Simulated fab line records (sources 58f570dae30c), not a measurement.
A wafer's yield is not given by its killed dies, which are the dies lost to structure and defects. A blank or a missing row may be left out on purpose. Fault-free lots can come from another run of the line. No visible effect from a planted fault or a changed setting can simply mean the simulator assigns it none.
fab line records ; flow berkeley-cmos170
[record] lots = 7; wafers = 21; last-day = 12
route steps=331 shown ACTIVE@71 PFIELD@79
lots with no fault: from the same line, run without faults
start-h: hours from the record's opening day to when the first of the lot's shown wafers began ; wait-h: hours from the lot's prior step to this one ; " same as the row above ; L1.1+2: one row covering several wafers at once ; - no value, or no start given ; * or withheld: withheld ; < > ~ a bound
route shown NAME@n: names a module that has steps shown in the file, with the first one's number in the route ; usual: mean/standard deviation taken from wafers without a fault ; same: alike in all rows ; chamber/n: place in a boat ; sites: readings site by site ; _std_site: how widely they spread, as a standard deviation ; _edge_site: outer sites' mean less inner sites' ; radius-mm: how far each site lies from the wafer's centre ; mask NAME#n: copy n ; behind: tool/chamber where the wafer was last shaped ; hold: why the lot was held/for how many hours/how that ended ; device: the transistor (n, p or np) that didn't switch ; end of line: at the end of the route, the tests of the same wafers ; for a step that has no rows: nothing shown but its recipe ; killed: not the wafer's yield, but the dies lost to structure and defects at the first sort ; map: dies across one wafer; x = killed, . = not, _ = none there
set.NAME: the setting the step ran with; set.NAME@STEP: the setting that earlier step ran with ; model.NAME: the simulator's own value behind a step, which no gauge read
certain route steps with their lots: each step a table, each wafer a row
services: a tool's chamber out of use, with start hour (start-h, from the record's first day; less than 0 if before it), hours out, and reason
[[steps]]
[step UCB170_ACTIVE_PEB_11]
[recipe] peb-temp-c = 130; peb-time-s = withheld; resist = KrF
[step UCB170_ACTIVE_DEVELOP_12]
[recipe] developer = TMAH; develop-time-s = 45; resist = KrF; dev-temp-c = 21
[step UCB170_ACTIVE_CD_MEAS_13]
[recipe] target-cd-nm = 1200
[usual] cd-nm = 1200.0/1.4
lot.wafer;tool;chamber;start-h;wait-h;cd-nm
L898.3;cd-sem-02;-;81.63;-;1199.8
L898.5;cd-sem-02;-;81.63;-;1199.4
L898.6;cd-sem-02;-;81.63;-;1200.6
L907.1;cd-sem-02;-;130.64;-;1200.8
L907.3;cd-sem-02;-;130.64;-;1200.8
L907.6;cd-sem-02;-;130.64;-;1200.7
L908.1;cd-sem-02;-;130.84;-;1200.1
L908.3;cd-sem-02;-;130.84;-;1199.3
L908.6;cd-sem-02;-;130.84;-;1199.0
L909.1;cd-sem-01;-;141.33;-;1199.9
L909.2;cd-sem-01;-;141.33;-;1199.7
L909.4;cd-sem-01;-;141.33;-;1200.3
L912.4;cd-sem-01;-;156.72;-;1199.1
L912.5;cd-sem-01;-;156.72;-;1198.4
L912.6;cd-sem-01;-;156.72;-;1197.1
L917.1;cd-sem-02;-;175.31;-;1201.5
L917.3;cd-sem-02;-;175.31;-;1201.8
L917.5;cd-sem-02;-;175.31;-;1201.1
L920.1;cd-sem-02;-;190.41;-;1199.3
L920.3;cd-sem-02;-;190.41;-;1198.9
L920.4;cd-sem-02;-;190.41;-;1198.5
[step UCB170_ACTIVE_OVL_MEAS_14]
[usual] ACTIVE_OVL = 0/5.1
lot.wafer;tool;chamber;start-h;wait-h;ACTIVE_OVL[nm]
L898.3;overlay-01;-;81.72;0.1;-4
L898.5;overlay-01;-;81.72;0.1;13
L898.6;overlay-01;-;81.72;0.1;-3
L907.1;overlay-01;-;130.76;0.1;-1
L907.3;overlay-01;-;130.76;0.1;5
L907.6;overlay-01;-;130.76;0.1;0
L908.1;overlay-02;-;130.96;0.1;-3
L908.3;overlay-02;-;130.96;0.1;-13
L908.6;overlay-02;-;130.96;0.1;-7
L909.1;overlay-02;-;141.45;0.1;6
L909.2;overlay-02;-;141.45;0.1;8
L909.4;overlay-02;-;141.45;0.1;0
L912.4;overlay-01;-;156.80;0.1;1
L912.5;overlay-01;-;156.80;0.1;3
L912.6;overlay-01;-;156.80;0.1;3
L917.1;overlay-02;-;175.43;0.1;7
L917.3;overlay-02;-;175.43;0.1;5
L917.5;overlay-02;-;175.43;0.1;-1
L920.1;overlay-01;-;190.53;0.1;0
L920.3;overlay-01;-;190.53;0.1;-9
L920.4;overlay-01;-;190.53;0.1;-3
[step UCB170_ACTIVE_ETCH_15]
[recipe] chemistry = CH3F/Ar/O2; target = Si3N4; stop-on = SiO2; CH3F_flow_sccm = 20; Ar_flow_sccm = 50; O2_flow_sccm = 7; pressure-mtorr = 50; rf-w = 450; target-depth-a = 2420; over-etch-frac = 0.1; time-s = 151
[usual] drypump-motor-current-A = 5.8/0.36; oes-product-au = 0.936/0.011; throttle-valve-pct = 8.03/0.16
[same] time-s = 151
lot.wafer;tool;chamber;start-h;wait-h;drypump-motor-current-A;oes-product-au;rf-hours-counter-h;throttle-valve-pct
L898.3;rie-diel-03;1;81.74;0.0;5.9;0.940;19;8.18
L898.5;rie-diel-03;2;81.74;0.0;6.1;0.944;-;7.92
L898.6;rie-diel-03;3;81.74;0.0;6.0;0.950;-;7.92
L907.1;rie-diel-01;0;130.79;0.0;5.6;0.940;87;8.12
L907.3;rie-diel-01;2;130.79;0.0;5.6;0.943;80;7.85
L907.6;rie-diel-01;1;130.79;0.0;6.4;0.931;-;8.26
L908.1;rie-diel-03;0;131.00;0.0;6.2;0.929;73;7.90
L908.3;rie-diel-03;1;131.00;0.0;5.9;0.938;21;8.18
L908.6;rie-diel-03;1;131.00;0.0;5.9;0.948;-;8.20
L909.1;rie-diel-02;0;141.48;0.0;5.3;0.943;17;8.25
L909.2;rie-diel-02;1;141.48;0.0;6.2;0.929;41;7.97
L909.4;rie-diel-02;3;141.48;0.0;5.6;0.940;-;7.98
L912.4;rie-diel-02;3;156.82;0.0;5.6;0.949;38;8.00
L912.5;rie-diel-02;0;156.82;0.0;5.3;0.942;-;8.27
L912.6;rie-diel-02;1;156.82;0.0;6.2;0.938;-;7.98
L917.1;rie-diel-01;1;175.47;0.0;6.4;0.931;5;8.25
L917.3;rie-diel-01;2;175.47;0.0;5.5;0.932;83;7.85
L917.5;rie-diel-01;1;175.47;0.0;6.4;0.923;-;8.24
L920.1;rie-diel-02;0;190.57;0.0;5.3;0.948;19;8.25
L920.3;rie-diel-02;3;190.57;0.0;5.6;0.944;39;8.00
L920.4;rie-diel-02;1;190.57;0.0;6.2;0.941;43;7.97
[step UCB170_ACTIVE_STRIP_16]
[recipe] chemistry = O2; power-w = 400; pressure-mtorr = 3500; platen-temp-c = withheld; o2-flow-sccm = 400; overash-fraction = 0.5
[usual] drypump-motor-current-A = 5.6/0.41; oes-product-au = 0.721/0.0045; strip-time-to-endpoint-s = 18.12/0.091
lot.wafer;tool;chamber;start-h;wait-h;drypump-motor-current-A;oes-product-au;rf-hours-counter-h;strip-time-to-endpoint-s
L898.3;plasma-asher-01;0;81.88;0.1;5.2;0.724;-;18.13
L898.5;plasma-asher-01;0;81.88;0.1;5.2;0.721;-;18.10
L898.6;plasma-asher-01;1;81.88;0.1;5.8;0.721;-;18.17
L907.1;plasma-asher-02;1;130.89;0.1;6.2;0.724;2;18.11
L907.3;plasma-asher-02;0;130.89;0.1;5.9;0.723;-;18.13
L907.6;plasma-asher-02;1;130.89;0.1;6.1;0.724;-;18.19
L908.1;plasma-asher-04;0;131.10;0.1;5.2;0.725;31;18.15
L908.3;plasma-asher-04;1;131.10;0.1;5.0;0.718;-;18.16
L908.6;plasma-asher-04;0;131.10;0.1;5.2;0.719;-;18.19
L909.1;plasma-asher-01;1;141.58;0.1;5.8;0.732;44;18.25
L909.2;plasma-asher-01;0;141.58;0.1;5.2;0.724;44;18.17
L909.4;plasma-asher-01;0;141.58;0.1;5.2;0.724;-;18.16
L912.4;plasma-asher-02;1;156.95;0.1;6.1;0.716;-;17.96
L912.5;plasma-asher-02;1;156.95;0.1;6.2;0.717;-;17.99
L912.6;plasma-asher-02;0;156.95;0.1;5.9;0.717;-;18.03
L917.1;plasma-asher-01;0;175.57;0.1;5.2;0.715;48;18.15
L917.3;plasma-asher-01;0;175.57;0.1;5.2;0.719;-;18.14
L917.5;plasma-asher-01;1;175.57;0.1;5.8;0.721;-;18.13
L920.1;plasma-asher-04;0;190.67;0.1;5.2;0.722;38;18.06
L920.3;plasma-asher-04;1;190.67;0.1;5.0;0.719;-;18.06
L920.4;plasma-asher-04;0;190.67;0.1;5.2;0.721;-;18.07
[step UCB170_ACTIVE_CD_MEAS_90]
[recipe] target-cd-nm = 1200
[usual] cd-nm = 1200.1/1.4
lot.wafer;tool;chamber;start-h;wait-h;cd-nm
L898.3;cd-sem-02;-;81.98;0.1;1200.2
L898.5;cd-sem-02;-;81.98;0.1;1199.7
L898.6;cd-sem-02;-;81.98;0.1;1200.8
L907.1;cd-sem-02;-;130.99;0.1;1201.0
L907.3;cd-sem-02;-;130.99;0.1;1201.1
L907.6;cd-sem-02;-;130.99;0.1;1200.6
L908.1;cd-sem-02;-;131.20;0.1;1200.0
L908.3;cd-sem-02;-;131.20;0.1;1199.3
L908.6;cd-sem-02;-;131.20;0.1;1199.0
L909.1;cd-sem-01;-;141.68;0.1;1199.2
L909.2;cd-sem-01;-;141.68;0.1;1199.6
L909.4;cd-sem-01;-;141.68;0.1;1200.3
L912.4;cd-sem-02;-;157.08;0.1;1199.9
L912.5;cd-sem-02;-;157.08;0.1;1198.1
L912.6;cd-sem-02;-;157.08;0.1;1197.4
L917.1;cd-sem-02;-;175.71;0.1;1201.2
L917.3;cd-sem-02;-;175.71;0.1;1202.0
L917.5;cd-sem-02;-;175.71;0.1;1201.4
L920.1;cd-sem-02;-;190.77;0.1;1199.4
L920.3;cd-sem-02;-;190.77;0.1;1198.3
L920.4;cd-sem-02;-;190.77;0.1;1198.6
[step UCB170_ACTIVE_CLEAN_17]
[recipe] chemistry = SPM; temp-c = 120; time-s = 600
[step UCB170_PFIELD_HMDS_00]
[recipe] prime-time-s = 60; prime-temp-c = 100
[step UCB170_PFIELD_COAT_01]
[recipe] resist = KrF; spin-rpm = 1500; resist-thk-nm = 900
[step UCB170_PFIELD_SOFTBAKE_02]
[recipe] resist = KrF; temp-c = 130; time-s = 60
[step UCB170_PFIELD_EXPOSE_03]
[recipe] mask-id = PFIELD; na = 0.5; sigma-outer = 0.6; source-shape = conventional; target-cd-nm = 1500; dose-mj = 30
[step UCB170_PFIELD_PEB_04]
[recipe] peb-temp-c = 130; peb-time-s = withheld; resist = KrF
[usual] chill-plate-temp-C = 23.02/0.11; exhaust-pa = 45.0/0.82
lot.wafer;tool;chamber;start-h;wait-h;chill-plate-temp-C;exhaust-pa
L898.3;litho-track-03;0;83.56;0.3;23.11;45.0
L898.5;litho-track-03;0;83.56;0.3;23.13;45.5
L898.6;litho-track-03;0;83.56;0.3;22.95;45.4
L907.1;litho-track-01;-;135.71;0.6;-;-
L907.3;litho-track-01;-;135.71;0.6;-;-
L907.6;litho-track-01;-;135.71;0.6;-;-
L908.1;litho-track-04;-;136.40;1.0;-;-
L908.3;litho-track-04;-;136.40;1.0;-;-
L908.6;litho-track-04;-;136.40;1.0;-;-
L909.1;litho-track-04;-;143.64;0.8;-;-
L909.2;litho-track-04;-;143.64;0.8;-;-
L909.4;litho-track-04;-;143.64;0.8;-;-
L912.4;litho-track-04;0;158.29;0.3;22.91;43.5
L912.5;litho-track-04;0;158.29;0.3;22.81;43.5
L912.6;litho-track-04;0;158.29;0.3;22.97;43.4
L917.1;litho-track-04;0;176.69;0.1;23.06;44.7
L917.3;litho-track-04;0;176.69;0.1;23.08;45.1
L917.5;litho-track-04;0;176.69;0.1;23.12;44.7
L920.1;litho-track-03;0;191.65;0.1;23.02;44.6
L920.3;litho-track-03;0;191.65;0.1;23.16;45.6
L920.4;litho-track-03;0;191.65;0.1;23.12;44.0
[step UCB170_PFIELD_DEVELOP_05]
[recipe] developer = TMAH; develop-time-s = 45; resist = KrF; dev-temp-c = 21
[[services]]
tool;chamber;start-h;hours;kind
rie-diel-01;1;63.98;-;clean
rie-diel-01;1;63.98;25.8;scheduled-down
rie-diel-01;1;63.98;25.8;vent-cycle
plasma-asher-01;-;67.94;4.3;pm
plasma-asher-01;-;74.99;3.9;repair
rie-diel-02;3;79.94;13.3;repair
plasma-asher-04;-;92.19;0.9;repair
plasma-asher-02;-;108.75;9.0;pm
plasma-asher-02;0;108.75;9.0;vent-cycle
plasma-asher-02;1;108.75;9.0;vent-cycle
rie-diel-03;0;109.40;4.1;repair
plasma-asher-02;0;117.75;-;clean
plasma-asher-02;1;117.75;-;clean
rie-diel-03;3;127.98;-;clean
rie-diel-03;3;127.98;20.3;scheduled-down
rie-diel-03;3;127.98;20.3;vent-cycle
rie-diel-03;-;137.14;0.6;repair
rie-diel-03;2;147.36;14.1;repair
rie-diel-03;-;147.61;2.8;pm
plasma-asher-02;-;163.56;12.4;repair
plasma-asher-01;-;169.20;2.8;pm
rie-diel-01;1;176.17;7.6;repair
rie-diel-03;0;182.26;11.1;repair
rie-diel-03;2;182.71;29.7;repair
[[key]]
[first-sign] step = UCB170_PFIELD_PEB_04; reading = tool-record; direction = missing
effect none on later readings
met-at UCB170_PFIELD_PEB_04
struck-wafers L907.1,L907.3,L907.6,L908.1,L908.3,L908.6,L909.1,L909.2,L909.4
sort-left-out L907.1,L907.3,L907.6,L908.1,L908.3,L908.6,L909.1,L909.2,L909.4
tester-left-out L907,L908,L909
[fault] kind = skipped-step-whole; tool = litho-track-01,litho-track-04; chamber = -; onset-h = 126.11; steps = UCB170_PFIELD_PEB_04; scope = struck-lots-only
// tester-left-out: of these lots the tester's yield and bins aren't shown, on N5 and GAA mostly nor the transistor test; their killed dies are dies lost to structure and defects alone, not to doping, threshold or leakage, so they don't give the yield
// sort-left-out: the simulated sort isn't trusted on such a fault, so these wafers' sort isn't shown, and their yield isn't known
